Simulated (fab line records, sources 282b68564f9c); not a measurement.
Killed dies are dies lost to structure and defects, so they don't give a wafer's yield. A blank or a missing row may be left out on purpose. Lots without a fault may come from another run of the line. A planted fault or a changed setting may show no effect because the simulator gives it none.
One fault seen from 2 desks | flow rit_cmos | each desk has only its own numbers; what lay behind them comes last

THE TOOL OWNER'S DESK: litho_track-01
The tool's own readings at RIT_PRETRO_COAT_01 (resist thk 1300 nm): means of the sampled wafers that have a number, for each lot that ran on this tool. A lot is out of limits, marked OUT, if its mean lies more than 4 standard deviations from the usual mean; the brackets give that distance.
Columns: A = dispense_pressure_kPa at RIT_PRETRO_COAT_01, usual 52.2 kPa; B = spin_speed_rpm at RIT_PRETRO_COAT_01, usual 1999.9 rpm
lot  | first seen here | A    | B
L622 | day 2 11:59     | 51.8 | 1999.8
L629 | day 3 22:37     | 51.7 | 1927.9 (-51) OUT
L631 | day 4 08:19     | 51.8 | 1927.9 (-51) OUT
This desk's finding: out of limits on L629, L631; first on L629, day 3 22:37 (spin_speed_rpm at RIT_PRETRO_COAT_01). In limits: L622.

THE METROLOGY DESK
What the gauges read, lot by lot, whatever tool the lot ran on: means of the sampled wafers that have a number. A lot is out of limits, marked OUT, if its mean lies more than 4 standard deviations from the usual mean; the brackets give that distance.
Columns: A = NRETRO_OVL at RIT_NRETRO_OVL_MEAS_06, usual -0.2 nm; B = NRETRO_TW at RIT_NRETRO_TW_MEAS_10, usual 1052; C = PRETRO_OVL at RIT_PRETRO_OVL_MEAS_06, usual 0.5 nm
lot  | first seen here | A    | B    | C
L622 | day 2 11:09     | -1.1 | 1061 | 1.5
L625 | day 3 02:16     | -0.4 | 1045 | -0.6
L629 | day 3 21:45     | 1.1  | 1047 | -0.7
L631 | day 4 07:19     | 1.1  | 1058 | 2.5
L638 | day 5 19:20     | 1.1  | 1047 | -1.3
L643 | day 6 20:12     | 1.7  | 1049 | 1.2
This desk's finding: nothing out of limits on any of the 6 lots.

PUT TOGETHER
The tool owner's desk could have raised an alarm at day 3 22:37, on L629, L631.
The metrology desk saw nothing out of limits.
The metrology desk has L629, L631 on record, within its limits.
Of the lots named, all ran RIT_PRETRO_COAT_01 on litho_track-01.

WHAT THE SIMULATOR HAD PUT IN
Process parameter drift: litho_track-01, from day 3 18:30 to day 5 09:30, at RIT_PRETRO_COAT_01. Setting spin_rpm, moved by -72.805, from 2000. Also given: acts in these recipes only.
Lots struck among those shown: L629, L631.
Hours from the fault's start to each desk's first reading out of limits: the tool owner's desk, 4.
